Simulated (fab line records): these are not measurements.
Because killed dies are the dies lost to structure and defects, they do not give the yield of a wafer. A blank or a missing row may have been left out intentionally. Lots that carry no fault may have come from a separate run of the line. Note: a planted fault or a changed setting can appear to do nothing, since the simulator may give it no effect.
fab line records	flow rit-cmos
[record] lots = 5	wafers = 15	last-day = 7
route steps=202 shown PSD@150 SDANNEAL@153 NSD@158 PLDD@159 NLDD@160 SILICIDE@161 M1@202
lots untouched by any fault: they come from a run of this same line in which no faults occurred
start-h: start of the lot's first displayed wafer, in hours after the record's first day	wait-h: how many hours have passed since the lot's step before this one	" as in the row above	L1.1+2: one row covering several wafers at once	- no value present, or no start provided	* or withheld: withheld	< > ~ a bound
route shown NAME@n: names a module that has steps shown in the file, with the first one's number in the route	usual: the fault-free wafers' mean and standard deviation	same: alike in all rows	chamber/n: place in a boat	sites: each site's reading	_std_site: their standard deviation	_edge_site: the outer-site mean with the inner-site mean subtracted	radius-mm: how far each site lies from the wafer's centre	mask NAME#n: copy n	behind: tool/chamber where the wafer was last shaped	hold: cause of the lot's hold/its duration in hours/its outcome	device: the n, p or np transistor that did not switch	end of line: the route-end tests of the same wafers	a step without rows: its recipe alone	killed: dies that structure and defects cost at the first sort, which is not the same as the wafer's yield	map: dies across one wafer; x = killed, . = not, _ = none there
set.NAME: the run value of the setting; set.NAME@STEP: its run value at that earlier step	model.NAME: the simulator's own value behind a step, which no gauge read
a table for each step, a row for each wafer; lots at some steps of the route
services: the hour from which a tool's chamber was out of use, counted from the record's first day as start-h (under 0 if before that day), plus the number of hours and why
[[steps]]
[step RIT_PSD_IMPLANT_08]
[recipe] species = BF2	energy-kev = 27	dose-cm2 = 5e+15	tilt-deg = 7.214
[step RIT_PSD_STRIP_09]
[recipe] chemistry = O2	time-s = 180	resist = NOVOLAK	platen-temp-c = withheld	power-w = 500	pressure-mtorr = 4000	o2-flow-sccm = 4000
[usual] drypump-motor-current-A = 6.0/0.45
[same] time-s = 180
lot.wafer	tool	chamber	start-h	wait-h	drypump-motor-current-A	rf-hours-counter-h
L780.1	plasma-asher-02	1	72.15	0.1	6.5	45
L780.4	"	1	"	"	6.5	-
L780.6	"	0	"	"	6.4	-
L781.3	plasma-asher-02	1	76.17	0.1	6.5	-
L781.5	"	0	"	"	6.4	-
L781.6	"	1	"	"	6.5	-
L790.1	plasma-asher-04	0	114.64	0.1	5.9	42
L790.2	"	1	"	"	5.6	42
L790.6	"	0	"	"	5.8	-
L795.3	plasma-asher-02	0	139.47	0.1	6.4	-
L795.5	"	1	"	"	6.5	-
L795.6	"	0	"	"	6.4	-
L799.1	plasma-asher-01	1	158.96	0.1	5.2	38
L799.4	"	0	"	"	6.2	-
L799.5	"	1	"	"	5.1	-
[step RIT_PSD_TW_MEAS_10]
[usual] PSD_TW = 3439/37
lot.wafer	tool	chamber	start-h	wait-h	PSD_TW
L780.1	film-metro-02	-	72.33	0.1	3474
L780.4	"	-	"	"	3472
L780.6	"	-	"	"	3468
L781.3	film-metro-02	-	76.31	0.1	3482
L781.5	"	-	"	"	3451
L781.6	"	-	"	"	3472
L790.1	film-metro-04	-	114.81	0.1	3395
L790.2	"	-	"	"	3384
L790.6	"	-	"	"	3381
L795.3	film-metro-04	-	139.60	0.1	3404
L795.5	"	-	"	"	3394
L795.6	"	-	"	"	3423
L799.1	film-metro-03	-	159.13	0.1	3464
L799.4	"	-	"	"	3473
L799.5	"	-	"	"	3474
[step RIT_SDANNEAL_CLEAN_00]
[recipe] chemistry = SC1	mix = 3:3:50	time-s = 600	temp-c = 75
[step RIT_SDANNEAL_CLEAN_01]
[recipe] chemistry = dHF	dilution = 50:1	time-s = 30
[step RIT_SDANNEAL_CLEAN_02]
[recipe] chemistry = SC2	mix = 3:3:50	time-s = 600	temp-c = 75	dry = n2-spin
[step RIT_SDANNEAL_RTA_03]
[recipe] temp-c = 1050	time-s = 5	idle-temp-c = 600	ramp-up-c-per-s = 342	ramp-down-c-per-s = 171	cool-to-c = 600	ambient = N2
[usual] wafer_temp_C_max = 1053.4/1.2
[same] time-s = 5
lot.wafer	tool	chamber	start-h	wait-h	wafer_temp_C_max
L780.1	rtp-anneal-01	0	72.81	0.0	1053.6
L780.4	"	0	"	"	1054.7
L780.6	"	0	"	"	1052.6
L781.3	rtp-anneal-02	0	76.74	0.0	1054.5
L781.5	"	0	"	"	1053.1
L781.6	"	0	"	"	1052.7
L790.1	rtp-anneal-01	0	115.27	0.0	1053.7
L790.2	"	0	"	"	1052.4
L790.6	"	0	"	"	1052.5
L795.3	rtp-anneal-02	0	140.07	0.0	1053.1
L795.5	"	0	"	"	1052.5
L795.6	"	0	"	"	1055.3
L799.1	rtp-anneal-02	0	159.59	0.0	1053.9
L799.4	"	0	"	"	1054.3
L799.5	"	0	"	"	1053.5
[step RIT_SDANNEAL_RS_MEAS_04]
[recipe] thk-meas-gauge = four-point-probe
[usual] PSD_RS = 116.1/0.35
lot.wafer	tool	chamber	start-h	wait-h	PSD_RS[ohm/sq]
L780.1	film-metro-03	-	72.87	0.0	116.4
L780.4	"	-	"	"	116.4
L780.6	"	-	"	"	116.6
L781.3	film-metro-04	-	76.82	0.1	116.3
L781.5	"	-	"	"	116.0
L781.6	"	-	"	"	115.8
L790.1	film-metro-02	-	115.33	0.0	115.7
L790.2	"	-	"	"	116.1
L790.6	"	-	"	"	115.3
L795.3	film-metro-03	-	140.15	0.1	116.4
L795.5	"	-	"	"	116.2
L795.6	"	-	"	"	116.5
L799.1	film-metro-03	-	159.65	0.0	116.2
L799.4	"	-	"	"	115.9
L799.5	"	-	"	"	116.3
[step RIT_SDANNEAL_RS_MEAS_05]
[recipe] thk-meas-gauge = four-point-probe
[usual] NSD_RS = 84.8/0.32
lot.wafer	tool	chamber	start-h	wait-h	NSD_RS[ohm/sq]
L780.1	film-metro-03	-	72.99	0.1	84.7
L780.4	"	-	"	"	84.4
L780.6	"	-	"	"	85.0
L781.3	film-metro-04	-	76.94	0.1	84.3
L781.5	"	-	"	"	84.4
L781.6	"	-	"	"	84.1
L790.1	film-metro-02	-	115.45	0.1	84.5
L790.2	"	-	"	"	84.4
L790.6	"	-	"	"	84.7
L795.3	film-metro-03	-	140.27	0.1	85.4
L795.5	"	-	"	"	85.6
L795.6	"	-	"	"	85.4
L799.1	film-metro-03	-	159.77	0.1	84.9
L799.4	"	-	"	"	85.0
L799.5	"	-	"	"	85.0
[step RIT_SDANNEAL_RS_MEAS_06]
[recipe] thk-meas-gauge = four-point-probe
[usual] PLDD_RS = 179.0/0.55
lot.wafer	tool	chamber	start-h	wait-h	PLDD_RS[ohm/sq]
L780.1	film-metro-03	-	73.11	0.1	178.6
L780.4	"	-	"	"	179.6
L780.6	"	-	"	"	179.2
L781.3	film-metro-04	-	77.06	0.1	178.0
L781.5	"	-	"	"	178.2
L781.6	"	-	"	"	178.5
L790.1	film-metro-02	-	115.57	0.1	179.2
L790.2	"	-	"	"	179.3
L790.6	"	-	"	"	178.7
L795.3	film-metro-03	-	140.39	0.1	179.2
L795.5	"	-	"	"	179.3
L795.6	"	-	"	"	179.6
L799.1	film-metro-03	-	159.89	0.1	179.6
L799.4	"	-	"	"	179.1
L799.5	"	-	"	"	179.2
[step RIT_SDANNEAL_RS_MEAS_07]
[recipe] thk-meas-gauge = four-point-probe
[usual] NLDD_RS = 151.9/0.6
lot.wafer	tool	chamber	start-h	wait-h	NLDD_RS[ohm/sq]
L780.1	film-metro-03	-	73.23	0.1	153.1
L780.4	"	-	"	"	152.0
L780.6	"	-	"	"	152.6
L781.3	film-metro-04	-	77.18	0.1	152.1
L781.5	"	-	"	"	151.6
L781.6	"	-	"	"	152.0
L790.1	film-metro-02	-	115.69	0.1	151.5
L790.2	"	-	"	"	151.6
L790.6	"	-	"	"	151.2
L795.3	film-metro-03	-	140.51	0.1	152.6
L795.5	"	-	"	"	152.3
L795.6	"	-	"	"	152.8
L799.1	film-metro-03	-	160.01	0.1	152.3
L799.4	"	-	"	"	152.8
L799.5	"	-	"	"	152.9
[step RIT_SILICIDE_WET_ETCH_00]
[recipe] chemistry = BOE	target = SiO2	target-depth-nm = 14	time-s = 15	dry = n2-spin	dilution = 10:1	temp-c = 21.5
[step RIT_SILICIDE_SPUTTER_01]
[recipe] material = Ti	target-thk-nm = 30	power-w = 350	chamber-pressure-pa = 0.667	gas = Ar	time-s = 240	substrate-temp-c = 25
[usual] throttle-valve-pct = 30.1/1.1
lot.wafer	tool	chamber	start-h	wait-h	throttle-valve-pct	model.Ti_of_SILICIDE_SPUTTER_01.thk-nm
L780.1	pvd-sputter-03	-	73.36	0.0	29.8	30.03
L780.4	"	-	"	"	30.7	29.92
L780.6	"	-	"	"	30.5	29.65
L781.3	pvd-sputter-01	-	77.27	0.0	30.8	30.05
L781.5	"	-	"	"	30.0	29.85
L781.6	"	-	"	"	30.7	29.94
L790.1	pvd-sputter-03	-	115.82	0.0	30.3	36.39
L790.2	"	-	"	"	30.0	30.04
L790.6	"	-	"	"	30.1	30.36
L795.3	pvd-sputter-01	-	140.60	0.0	29.4	30.21
L795.5	"	-	"	"	30.7	30.35
L795.6	"	-	"	"	29.6	29.91
L799.1	pvd-sputter-02	-	160.14	0.0	27.3	30.22
L799.4	"	-	"	"	32.0	30.8
L799.5	"	-	"	"	32.2	30.91
[step RIT_SILICIDE_RS_MEAS_02]
[recipe] thk-meas-gauge = four-point-probe	reads = Ti_of_SILICIDE_SPUTTER_01
[usual] SILICIDE_TI_RS = 47.9/0.77
lot.wafer	tool	chamber	start-h	wait-h	SILICIDE_TI_RS[ohm/sq]
L780.1	film-metro-01	-	73.51	0.1	47.9
L780.4	"	-	"	"	48.2
L780.6	"	-	"	"	48.7
L781.3	film-metro-02	-	77.46	0.1	47.9
L781.5	"	-	"	"	48.2
L781.6	"	-	"	"	48.0
L790.1	film-metro-01	-	115.97	0.1	37.6
L790.2	"	-	"	"	47.9
L790.6	"	-	"	"	47.1
L795.3	film-metro-02	-	140.79	0.1	47.6
L795.5	"	-	"	"	47.2
L795.6	"	-	"	"	48.0
L799.1	film-metro-02	-	160.29	0.1	47.5
L799.4	"	-	"	"	46.3
L799.5	"	-	"	"	46.1
[step RIT_SILICIDE_THK_MEAS_03]
[recipe] thk-meas-gauge = xrf	reads = Ti_of_SILICIDE_SPUTTER_01
[usual] SILICIDE_TI_THK = 29.9/0.39
lot.wafer	tool	chamber	start-h	wait-h	SILICIDE_TI_THK[nm]
L780.1	film-metro-01	-	73.63	0.1	30.1
L780.4	"	-	"	"	29.9
L780.6	"	-	"	"	29.6
L781.3	film-metro-02	-	77.56	0.1	29.9
L781.5	"	-	"	"	29.6
L781.6	"	-	"	"	29.6
L790.1	film-metro-01	-	116.09	0.1	36.3
L790.2	"	-	"	"	29.9
L790.6	"	-	"	"	30.1
L795.3	film-metro-02	-	140.89	0.1	30.3
L795.5	"	-	"	"	30.3
L795.6	"	-	"	"	29.9
L799.1	film-metro-02	-	160.41	0.1	30.1
L799.4	"	-	"	"	30.5
L799.5	"	-	"	"	30.7
[step RIT_SILICIDE_RTA_04]
[recipe] temp-c = 650	time-s = 10	idle-temp-c = 25	ramp-up-s = 5	ramp-down-s = 5	cool-to-c = 25	ambient = N2
[usual] wafer_temp_C_max = 652.5/0.62
[same] time-s = 10
lot.wafer	tool	chamber	start-h	wait-h	wafer_temp_C_max
L780.1	rtp-anneal-02	0	73.69	0.1	654.1
L780.4	"	0	"	"	652.6
L780.6	"	0	"	"	652.7
L781.3	rtp-anneal-01	0	77.62	0.1	652.5
L781.5	"	0	"	"	651.9
L781.6	"	0	"	"	651.6
L790.1	rtp-anneal-02	0	116.15	0.1	652.7
L790.2	"	0	"	"	652.7
L790.6	"	0	"	"	652.5
L795.3	rtp-anneal-01	0	140.95	0.1	652.2
L795.5	"	0	"	"	652.2
L795.6	"	0	"	"	652.9
L799.1	rtp-anneal-01	0	160.47	0.1	652.2
L799.4	"	0	"	"	651.9
L799.5	"	0	"	"	652.8
[step RIT_M1_PROBE_99]
[usual] killed-at-contacts = 0.1/0.24	killed-at-front-end = 7/3.2	killed-dies = 7/3.2	killed-open = 3.4/2	killed-short = 3.5/2.2
[same] gross-dies = 264	killed_at_M0_to_M3 = 0	killed_at_M4_up = 0	killed-at-back-side = 0	killed-at-other = 0
lot.wafer	tool	chamber	start-h	wait-h	killed-at-contacts	killed-at-front-end	killed-dies	killed-open	killed-short	model.etest.npoly-line.line-ohm-um	model.etest.ppoly-line.line-ohm-um	model.etest.contact-pplus.end-ohm-um	model.etest.contact-nplus.end-ohm-um	model.etest.ppoly-line.width-nm	model.etest.npoly-line.width-nm	model.etest.npoly-line.rs-ohm-sq	model.etest.ppoly-line.rs-ohm-sq
L780.1	prober-02	-	80.42	0.1	0	13	13	8	5	166.8	156.6	43.63	41.65	102.7	101.7	17.07	16.39
L780.4	prober-02	-	80.57	0.2	0	7	7	5	2	159.5	154.2	45.57	41.82	106.5	105.5	16.94	16.32
L780.6	prober-02	-	80.67	0.2	0	4	4	3	1	163.1	156.4	44.1	40.77	104.9	104.4	17	16.59
L781.3	prober-01	-	84.55	0.2	1	9	10	4	6	167	162.8	45.73	42.29	102	101.4	17.07	16.44
L781.5	prober-01	-	84.65	0.2	0	9	9	4	5	169	161.3	45.25	41.31	102.2	101.4	16.98	16.39
L781.6	prober-01	-	84.70	0.2	0	12	12	5	7	172.2	167.7	44.93	42.37	99.61	98.74	17.06	16.5
L790.1	prober-02	-	123.39	0.1	0	0	0	0	0	155.5	151	55.51	52.33	96.02	94.62	14.85	14.43
L790.2	prober-02	-	123.44	0.1	0	4	4	2	2	172.2	168.7	44.83	43	98.58	97.55	17.09	16.4
L790.6	prober-02	-	123.64	0.2	0	8	8	7	1	170	163.7	44.76	42.23	99.99	99.36	16.82	16.46
L795.3	prober-01	-	147.60	0.2	0	12	12	4	8	169.6	164.1	44.18	43.01	100.5	99.78	16.89	16.42
L795.5	prober-01	-	147.70	0.2	0	13	13	9	4	171.2	161.6	45.27	42.88	99.28	99.07	16.81	16.43
L795.6	prober-01	-	147.75	0.2	0	13	13	10	3	171.1	166	44.23	40.74	99.32	98.97	17.09	16.52
L799.1	prober-01	-	167.21	0.1	0	11	11	5	6	169	163.2	41.61	41.5	102	100.9	16.97	16.32
L799.4	prober-01	-	167.36	0.2	0	7	7	3	4	161.7	153.7	44	42.88	103.7	103.4	16.7	16.12
L799.5	prober-01	-	167.41	0.2	0	6	6	4	2	158	152.6	43.35	43.58	104.9	104.5	16.59	16.06
// killed by level:class
L780.1 GATE:geometric-particle:open=4 SPACER:geometric-particle:open=3 GATE:geometric-particle:short=2 SPACER:geometric-particle:short=2 ACTIVE:geometric-particle:short=1 SILICIDE:geometric-particle:open=1
L780.4 GATE:geometric-particle:open=3 GATE:geometric-particle:short=2 REOX:geometric-particle:open=1 SPACER:geometric-particle:open=1
L780.6 FOX1:geometric-particle:open=2 GATE:geometric-particle:short=1 SPACER:geometric-particle:open=1
L781.3 GATE:geometric-particle:short=2 REOX:geometric-particle:short=2 FOX1:geometric-particle:open=1 FOX2:geometric-particle:open=1 SPACER:geometric-particle:short=1 SPACER:geometric-particle:open=1 SILICIDE:geometric-particle:open=1 CONTACT:geometric-particle:short=1
L781.5 GATE:geometric-particle:short=4 GATE:geometric-particle:open=2 REOX:geometric-particle:open=1 SILICIDE:geometric-particle:short=1 SILICIDE:geometric-particle:open=1
L781.6 SPACER:geometric-particle:open=3 SPACER:geometric-particle:short=3 GATE:geometric-particle:short=2 REOX:geometric-particle:short=2 FOX1:geometric-particle:open=1 SILICIDE:geometric-particle:open=1
L790.1
L790.2 FOX2:geometric-particle:open=2 GATE:geometric-particle:short=1 SILICIDE:geometric-particle:short=1
L790.6 SILICIDE:geometric-particle:open=3 REOX:geometric-particle:open=2 GATE:geometric-particle:open=1 SPACER:geometric-particle:short=1 SPACER:geometric-particle:open=1
L795.3 GATE:geometric-particle:short=3 FOX1:geometric-particle:short=2 GATE:geometric-particle:open=2 FOX2:geometric-particle:short=1 FOX2:geometric-particle:open=1 REOX:geometric-particle:short=1 SPACER:geometric-particle:open=1 SILICIDE:geometric-particle:short=1
L795.5 FOX2:geometric-particle:open=3 SILICIDE:geometric-particle:open=3 SILICIDE:geometric-particle:short=2 FOX1:geometric-particle:open=1 FOX2:geometric-particle:short=1 GATE:geometric-particle:short=1 GATE:geometric-particle:open=1 REOX:geometric-particle:open=1
L795.6 SILICIDE:geometric-particle:open=4 FOX1:geometric-particle:open=2 GATE:geometric-particle:open=2 REOX:geometric-particle:short=2 GATE:geometric-particle:short=1 REOX:geometric-particle:open=1 SPACER:geometric-particle:open=1
L799.1 SPACER:geometric-particle:short=3 FOX2:geometric-particle:short=2 GATE:geometric-particle:open=2 FOX1:geometric-particle:open=1 FOX2:geometric-particle:open=1 GATE:geometric-particle:short=1 SPACER:geometric-particle:open=1
L799.4 REOX:geometric-particle:open=2 SPACER:geometric-particle:short=2 FOX2:geometric-particle:open=1 GATE:geometric-particle:short=1 REOX:geometric-particle:short=1
L799.5 GATE:geometric-particle:open=4 REOX:geometric-particle:short=2
[[services]]
tool	chamber	start-h	hours	kind
pvd-sputter-02	-	55.32	1.1	repair
pvd-sputter-03	-	67.15	2.3	repair
pvd-sputter-01	-	72.13	2.8	repair
pvd-sputter-02	-	74.57	2.5	repair
plasma-asher-04	-	86.48	2.8	pm
plasma-asher-02	-	108.75	9.0	pm
plasma-asher-02	0	108.75	9.0	vent-cycle
plasma-asher-02	1	108.75	9.0	vent-cycle
plasma-asher-01	-	114.96	0.6	repair
plasma-asher-02	0	117.75	-	clean
plasma-asher-02	1	117.75	-	clean
[[key]]
[first-sign] step = RIT_SILICIDE_RS_MEAS_02	reading = SILICIDE_TI_RS	direction = down	sigmas = 13	usual = 47.9	struck = 37.6
[effect] step = RIT_SILICIDE_THK_MEAS_03	reading = SILICIDE_TI_THK	direction = up	sigmas = 16	usual = 29.9	struck = 36.3
[model-effect] step = RIT_SILICIDE_SPUTTER_01	value = Ti_of_SILICIDE_SPUTTER_01.thk-nm	without = 29.51	struck = 36.39
[model-effect] step = RIT_M1_PROBE_99	value = etest.npoly-line.line-ohm-um	without = 171.6	struck = 155.5
met-at RIT_SILICIDE_SPUTTER_01
struck-wafers L790.1
tester-left-out L790
onset-between 73.36 115.82
[fault] kind = process-parameter-drift	tool = pvd-sputter-03	chamber = -	onset-h = 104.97	steps = RIT_SILICIDE_SPUTTER_01	channel = target-thk-nm	offset = 6.8712	shape = step	end-h = 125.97	stated = 30	scope = struck-wafers-only
// tester-left-out: of these lots the tester's yield and bins aren't shown, on N5 and GAA mostly nor the transistor test; their killed dies are dies lost to structure and defects alone, not to doping, threshold or leakage, so they don't give the yield
